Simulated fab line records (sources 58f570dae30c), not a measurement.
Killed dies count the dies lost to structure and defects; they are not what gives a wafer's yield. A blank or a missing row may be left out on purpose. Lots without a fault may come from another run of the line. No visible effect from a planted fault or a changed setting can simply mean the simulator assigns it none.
fab line records + flow berkeleyCmos170 + part 2 of 2: steps 28 to 39 of 39
record:
- lots: 5
- wafers: 15
- lastDay: 12
route steps=331 shown START@5 ZERO@6 NWELL@14 PWELL@34
lots that met no fault: from a run of the same line without faults
startH: the number of hours between the record's first day and the start of the first shown wafer of the lot + waitH: how many hours have passed since the lot's step before this one + " unchanged from the row above + L1.1+2: a single row standing in for several wafers + - no value, or no start was given + * or withheld: withheld + < > ~ a bound
route shown NAME@n: a module of which the file shows steps, and the number in the route of the first + usual: average and standard deviation across the fault-free wafers + same: alike in all rows + chamber/n: place in a boat + sites: each site's reading + _std_site: standard deviation across them + _edge_site: outer sites' mean less inner sites' + radiusMm: for every site, how far away it sits from the centre of the wafer + mask NAME#n: copy n + behind: the most recent tool/chamber to have shaped the wafer + hold: the reason the lot was held/the length of the hold in hours/how it ended + device: the n, p or np transistor that did not switch + end of line: tests of these same wafers at the route's end + a step given without rows: its recipe and nothing more + killed: at the first sort, the dies lost to defects and structure; wafer yield is something else + map: shows each die of a wafer: x if killed, . if not, _ if none is there
set.NAME: the setting the step ran with; set.NAME@STEP: the setting that earlier step ran with + model.NAME: the simulator's own value behind a step, which no gauge read
certain route steps with their lots: each step a table, each wafer a row
services: from which hour (startH, from the record's first day; less than 0 if before it) a tool's chamber was out of use, for how many hours, and why
== steps ==
step: UCB170_NWELL_WET_ETCH_18
recipe:
- chemistry: H3PO4
- target: Si3N4
- tempC: 160
- timeS: 14400
usual:
- bathGuardTempC: 160.1/0.46
| lot.wafer | tool        | chamber | startH | waitH | bathGuardTempC |
|-----------|-------------|---------|--------|-------|----------------|
| L075.1    | wetBench-02 | 0       | 40.74  | 0.0   | 160.1          |
| L075.2    | "           | 0       | "      | "     | 160.5          |
| L075.4    | "           | 0       | "      | "     | 159.9          |
| L080.2    | wetBench-04 | 1       | 68.58  | 0.0   | 159.6          |
| L080.4    | "           | 1       | "      | "     | 159.5          |
| L080.6    | "           | 1       | "      | "     | 160.0          |
| L087.2    | wetBench-01 | 3       | 96.91  | 0.0   | 159.9          |
| L087.5    | "           | 3       | "      | "     | 159.6          |
| L087.6    | "           | 3       | "      | "     | 159.6          |
| L091.2    | wetBench-04 | 2       | 121.00 | 0.0   | 160.0          |
| L091.4    | "           | 2       | "      | "     | 159.9          |
| L091.5    | "           | 2       | "      | "     | 159.8          |
| L096.2    | wetBench-04 | 0       | 149.27 | 0.0   | 160.4          |
| L096.3    | "           | 0       | "      | "     | 160.7          |
| L096.6    | "           | 0       | "      | "     | 160.5          |
step: UCB170_NWELL_WET_ETCH_19
recipe:
- chemistry: BOE
- dilution: 5:1
- target: SiO2
- tempC: 25
- timeS: 22
| lot.wafer  | tool        | chamber | startH | waitH |
|------------|-------------|---------|--------|-------|
| L075.1+2+4 | wetBench-04 | 3       | 45.20  | 0.4   |
| L080.2+4+6 | wetBench-01 | 2       | 72.95  | 0.0   |
| L087.2+5+6 | wetBench-04 | 2       | 100.91 | 0.0   |
| L091.2+4+5 | wetBench-01 | 2       | 129.02 | 0.0   |
| L096.2+3+6 | wetBench-01 | 2       | 153.27 | 0.0   |
step: UCB170_PWELL_CLEAN_00
recipe:
- chemistry: SPM
- tempC: 120
- timeS: 600
usual:
- bathGuardTempC: 120.2/0.44
| lot.wafer | tool        | chamber | startH | waitH | bathGuardTempC |
|-----------|-------------|---------|--------|-------|----------------|
| L075.1    | wetBench-04 | 1       | 45.21  | 0.0   | 119.5          |
| L075.2    | "           | 1       | "      | "     | 119.6          |
| L075.4    | "           | 1       | "      | "     | 119.8          |
| L080.2    | wetBench-04 | 1       | 72.99  | 0.0   | 119.8          |
| L080.4    | "           | 1       | "      | "     | 120.0          |
| L080.6    | "           | 1       | "      | "     | 119.9          |
| L087.2    | wetBench-01 | 1       | 100.93 | 0.0   | 120.3          |
| L087.5    | "           | 1       | "      | "     | 120.7          |
| L087.6    | "           | 1       | "      | "     | 120.3          |
| L091.2    | wetBench-02 | 3       | 129.03 | 0.0   | 120.1          |
| L091.4    | "           | 3       | "      | "     | 120.5          |
| L091.5    | "           | 3       | "      | "     | 120.6          |
| L096.2    | wetBench-04 | 3       | 153.29 | 0.0   | 120.4          |
| L096.3    | "           | 3       | "      | "     | 119.9          |
| L096.6    | "           | 3       | "      | "     | 120.0          |
step: UCB170_PWELL_CLEAN_01
recipe:
- chemistry: dHF
- dilution: 25:1
- timeS: 60
| lot.wafer  | tool        | chamber | startH | waitH |
|------------|-------------|---------|--------|-------|
| L075.1+2+4 | wetBench-04 | 0       | 45.39  | 0.0   |
| L080.2+4+6 | wetBench-04 | 1       | 73.19  | 0.0   |
| L087.2+5+6 | wetBench-02 | 3       | 101.12 | 0.0   |
| L091.2+4+5 | wetBench-01 | 0       | 129.21 | 0.0   |
| L096.2+3+6 | wetBench-01 | 0       | 153.46 | 0.0   |
step: UCB170_PWELL_OXIDATION_02
recipe:
- tempC: 1000
- ambient: O2
- targetThkA: 264
- oxTimeS: 1260
usual:
- tubeCenterTempC: 999.99/0.088
| lot.wafer | tool       | chamber | startH | waitH | tubeCenterTempC |
|-----------|------------|---------|--------|-------|-----------------|
| L075.1    | furnace-02 | 0       | 49.13  | 3.7   | 1000.1          |
| L075.2    | "          | 0       | "      | "     | 1000.1          |
| L075.4    | "          | 0       | "      | "     | 999.96          |
| L080.2    | furnace-04 | 0       | 76.79  | 3.6   | 999.98          |
| L080.4    | "          | 0       | "      | "     | 1000            |
| L080.6    | "          | 0       | "      | "     | 1000.1          |
| L087.2    | furnace-02 | 0       | 107.25 | 6.1   | 1000            |
| L087.5    | "          | 0       | "      | "     | 999.93          |
| L087.6    | "          | 0       | "      | "     | 1000.1          |
| L091.2    | furnace-04 | 0       | 133.51 | 4.3   | 999.98          |
| L091.4    | "          | 0       | "      | "     | 1000            |
| L091.5    | "          | 0       | "      | "     | 1000            |
| L096.2    | furnace-04 | 0       | 153.92 | 0.4   | 999.95          |
| L096.3    | "          | 0       | "      | "     | 1000.1          |
| L096.6    | "          | 0       | "      | "     | 1000.1          |
step: UCB170_PWELL_THK_MEAS_03
recipe:
- reads: SiO2_of_PWELL_OXIDATION_02
usual:
- PWELL_OXIDE_THK: 26.2/0.43
| lot.wafer | tool         | chamber | startH | waitH | PWELL_OXIDE_THK[nm] |
|-----------|--------------|---------|--------|-------|---------------------|
| L075.1    | filmMetro-02 | -       | 50.48  | 0.0   | 25.5                |
| L075.2    | "            | -       | "      | "     | 25.3                |
| L075.4    | "            | -       | "      | "     | 25.4                |
| L080.2    | filmMetro-02 | -       | 78.21  | 0.1   | 26.5                |
| L080.4    | "            | -       | "      | "     | 25.9                |
| L080.6    | "            | -       | "      | "     | 26.1                |
| L087.2    | filmMetro-03 | -       | 108.61 | 0.0   | 26.5                |
| L087.5    | "            | -       | "      | "     | 26.3                |
| L087.6    | "            | -       | "      | "     | 26.0                |
| L091.2    | filmMetro-04 | -       | 134.87 | 0.0   | 26.4                |
| L091.4    | "            | -       | "      | "     | 26.4                |
| L091.5    | "            | -       | "      | "     | 26.8                |
| L096.2    | filmMetro-04 | -       | 155.28 | 0.0   | 26.3                |
| L096.3    | "            | -       | "      | "     | 26.1                |
| L096.6    | "            | -       | "      | "     | 26.4                |
step: UCB170_PWELL_ANNEAL_04
recipe:
- tempC: 1000
- timeS: 900
- ambient: N2
usual:
- tubeCenterTempC: 1000/0.092
| lot.wafer | tool       | chamber | startH | waitH | tubeCenterTempC |
|-----------|------------|---------|--------|-------|-----------------|
| L075.1    | furnace-04 | 0       | 53.64  | 3.2   | 999.98          |
| L075.2    | "          | 0       | "      | "     | 999.93          |
| L075.4    | "          | 0       | "      | "     | 999.97          |
| L080.2    | furnace-04 | 0       | 81.64  | 3.4   | 1000.1          |
| L080.4    | "          | 0       | "      | "     | 999.94          |
| L080.6    | "          | 0       | "      | "     | 1000.2          |
| L087.2    | furnace-04 | 0       | 110.86 | 2.2   | 999.98          |
| L087.5    | "          | 0       | "      | "     | 999.95          |
| L087.6    | "          | 0       | "      | "     | 1000            |
| L091.2    | furnace-02 | 0       | 139.45 | 4.6   | 999.98          |
| L091.4    | "          | 0       | "      | "     | 1000.1          |
| L091.5    | "          | 0       | "      | "     | 1000.1          |
| L096.2    | furnace-02 | 0       | 160.16 | 4.9   | 999.93          |
| L096.3    | "          | 0       | "      | "     | 999.93          |
| L096.6    | "          | 0       | "      | "     | 1000.1          |
step: UCB170_PWELL_CVD_05
recipe:
- material: Si3N4
- targetThkNm: 220
- tempC: 800
- precursor: SiH2Cl2/NH3
- timeS: 3300
- pressureMtorr: 200
- sih2cl2FlowSccm: 25
- nh3FlowSccm: 75
| lot.wafer  | tool     | chamber | startH | waitH |
|------------|----------|---------|--------|-------|
| L075.1+2+4 | lpcvd-02 | 1       | 54.89  | 0.0   |
| L080.2+4+6 | lpcvd-01 | 0       | 82.89  | 0.0   |
| L087.2+5+6 | lpcvd-02 | 1       | 112.11 | 0.0   |
| L091.2+4+5 | lpcvd-02 | 0       | 140.70 | 0.0   |
| L096.2+3+6 | lpcvd-01 | 0       | 161.41 | 0.0   |
step: UCB170_PWELL_THK_MEAS_06
recipe:
- reads: Si3N4_of_PWELL_CVD_05
usual:
- PWELL_NITRIDE_THK: 221.1/2.1
| lot.wafer | tool         | chamber | startH | waitH | PWELL_NITRIDE_THK[nm] |
|-----------|--------------|---------|--------|-------|-----------------------|
| L075.1    | filmMetro-03 | -       | 56.81  | 0.0   | 219.2                 |
| L075.2    | "            | -       | "      | "     | 219.5                 |
| L075.4    | "            | -       | "      | "     | 220.2                 |
| L080.2    | filmMetro-04 | -       | 84.88  | 0.1   | 218.7                 |
| L080.4    | "            | -       | "      | "     | 218.1                 |
| L080.6    | "            | -       | "      | "     | 219.1                 |
| L087.2    | filmMetro-04 | -       | 114.03 | 0.0   | 223.0                 |
| L087.5    | "            | -       | "      | "     | 222.7                 |
| L087.6    | "            | -       | "      | "     | 222.6                 |
| L091.2    | filmMetro-03 | -       | 142.62 | 0.0   | 218.9                 |
| L091.4    | "            | -       | "      | "     | 218.7                 |
| L091.5    | "            | -       | "      | "     | 219.9                 |
| L096.2    | filmMetro-04 | -       | 163.38 | 0.1   | 220.4                 |
| L096.3    | "            | -       | "      | "     | 218.9                 |
| L096.6    | "            | -       | "      | "     | 219.5                 |
step: UCB170_PWELL_HMDS_07
recipe:
- primeTimeS: 60
- primeTempC: 100
same:
- primeTimeS: 60
| lot.wafer  | tool          | chamber | startH | waitH |
|------------|---------------|---------|--------|-------|
| L075.1+2+4 | lithoTrack-03 | 0       | 57.11  | 0.3   |
| L080.2+4+6 | lithoTrack-03 | 0       | 84.95  | 0.1   |
| L087.2+5+6 | lithoTrack-01 | 0       | 114.15 | 0.1   |
| L091.2+4+5 | lithoTrack-02 | 0       | 142.73 | 0.1   |
| L096.2+3+6 | lithoTrack-01 | 0       | 163.81 | 0.4   |
step: UCB170_PWELL_COAT_08
recipe:
- resist: KrF
- spinRpm: 1500
- resistThkNm: 900
usual:
- spinSpeedRpm: 1499.9/1
| lot.wafer | tool          | chamber | startH | waitH | spinSpeedRpm |
|-----------|---------------|---------|--------|-------|--------------|
| L075.1    | lithoTrack-03 | 0       | 57.26  | 0.1   | 1499.4       |
| L075.2    | "             | 0       | "      | "     | 1500.5       |
| L075.4    | "             | 0       | "      | "     | 1500.5       |
| L080.2    | lithoTrack-03 | 0       | 85.10  | 0.1   | 1499.9       |
| L080.4    | "             | 0       | "      | "     | 1500.2       |
| L080.6    | "             | 0       | "      | "     | 1501.8       |
| L087.2    | lithoTrack-01 | 0       | 114.30 | 0.1   | 1499.2       |
| L087.5    | "             | 0       | "      | "     | 1500.0       |
| L087.6    | "             | 0       | "      | "     | 1498.8       |
| L091.2    | lithoTrack-02 | 0       | 142.88 | 0.1   | 1500.9       |
| L091.4    | "             | 0       | "      | "     | 1499.5       |
| L091.5    | "             | 0       | "      | "     | 1498.6       |
| L096.2    | lithoTrack-01 | 0       | 163.96 | 0.1   | 1500.1       |
| L096.3    | "             | 0       | "      | "     | 1500.1       |
| L096.6    | "             | 0       | "      | "     | 1500.2       |
step: UCB170_PWELL_SOFTBAKE_09
recipe:
- resist: KrF
- tempC: 130
- timeS: 60
| lot.wafer  | tool          | chamber | startH | waitH |
|------------|---------------|---------|--------|-------|
| L075.1+2+4 | lithoTrack-03 | 0       | 57.41  | 0.1   |
| L080.2+4+6 | lithoTrack-03 | 0       | 85.25  | 0.1   |
| L087.2+5+6 | lithoTrack-01 | 0       | 114.45 | 0.1   |
| L091.2+4+5 | lithoTrack-02 | 0       | 143.03 | 0.1   |
| L096.2+3+6 | lithoTrack-01 | 0       | 164.11 | 0.1   |
== services ==
| tool          | chamber | startH | hours | kind   |
|---------------|---------|--------|-------|--------|
| krfScanner-01 | -       | -0.86  | 1.3   | pm     |
| lpcvd-02      | -       | 16.01  | 3.3   | repair |
| krfScanner-02 | -       | 31.11  | 0.8   | pm     |
| krfScanner-02 | -       | 32.46  | 0.8   | repair |
| rieDiel-04    | 1       | 46.77  | 2.3   | repair |
| krfScanner-01 | -       | 51.86  | 11.9  | repair |
| rieDiel-01    | 0       | 53.01  | 11.6  | repair |
| furnace-01    | -       | 57.32  | 4.1   | pm     |
| furnace-04    | -       | 57.72  | 4.8   | pm     |
| furnace-04    | -       | 66.89  | 4.6   | pm     |
| krfScanner-02 | -       | 72.88  | 1.3   | pm     |
| krfScanner-02 | -       | 75.05  | 0.5   | repair |
| rieDiel-01    | 0       | 86.50  | 22.1  | repair |
| furnace-02    | -       | 87.95  | 3.7   | pm     |
| krfScanner-02 | -       | 88.42  | 1.0   | pm     |
| rieDiel-04    | -       | 100.18 | 1.3   | repair |
| furnace-01    | -       | 100.51 | 4.2   | pm     |
| krfScanner-01 | -       | 100.77 | 1.0   | repair |
| krfScanner-01 | -       | 102.53 | 1.0   | pm     |
| krfScanner-01 | -       | 104.07 | 0.8   | pm     |
| lpcvd-02      | -       | 121.27 | 2.8   | pm     |
| krfScanner-02 | -       | 135.46 | 3.0   | repair |
| furnace-02    | -       | 143.53 | 4.3   | pm     |
| krfScanner-01 | -       | 146.69 | 0.6   | repair |
